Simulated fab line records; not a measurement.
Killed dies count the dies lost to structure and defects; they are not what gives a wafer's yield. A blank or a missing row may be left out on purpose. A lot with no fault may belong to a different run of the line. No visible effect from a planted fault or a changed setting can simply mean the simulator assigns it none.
Which tool is to blame? | flow berkeleyCmos170 | 6 lots, 18 wafers sampled, at 2 steps of a route of 331

== WHAT THE GAUGES SHOWED, per wafer ==
UCB170_V1_BOW_MEAS_03.
lot  | measured     | on           | V1_BOW (um)
L719 | day 10 08:04 | filmMetro-03 | 20 22 19
L724 | day 11 00:43 | filmMetro-03 | 15 12 26
L729 | day 12 01:25 | filmMetro-02 | 27 7 22
L732 | day 12 14:08 | filmMetro-02 | 17 7 21
L734 | day 13 03:13 | filmMetro-03 | 27 20 16
L736 | day 13 12:56 | filmMetro-02 | 10 23 29

== EACH LOT AND THE TOOL THAT RAN IT (in order: tool; ch and the chambers of the sampled wafers; start) ==
lot  | UCB170_NSD_STRIP_09
L719 | plasmaAsher-02 ch 0, day 9 15:20
L724 | plasmaAsher-02 ch 0,1, day 10 09:33
L729 | plasmaAsher-04 ch 0,1, day 11 13:05
L732 | plasmaAsher-04 ch 0,1, day 11 23:04
L734 | plasmaAsher-04 ch 0,1, day 12 14:04
L736 | plasmaAsher-04 ch 0,1, day 12 23:35
- UCB170_NSD_STRIP_09: strips in O2.

== THE ANSWER, worked out from the rows above alone ==
Rule: the lots themselves supply what counts as usual. The widest of any qualifying gaps counts: lots, ordered by their means at a reading, are off when they make up no more than a third of the lots, leave a main group of 4 or more, and stand apart from it by 3 or more times the standard deviation of that group's means. If all means in a main group match to the digits the tables above print for the reading, that group is not used. A lot without any number at a reading at which 4 lots or more have one is off too. Any other lot the step has rows for is counted as sound.
No lot is off at any reading shown: from this, nothing can be told.

== WHAT HAD BEEN PUT IN BY THE SIMULATOR ==
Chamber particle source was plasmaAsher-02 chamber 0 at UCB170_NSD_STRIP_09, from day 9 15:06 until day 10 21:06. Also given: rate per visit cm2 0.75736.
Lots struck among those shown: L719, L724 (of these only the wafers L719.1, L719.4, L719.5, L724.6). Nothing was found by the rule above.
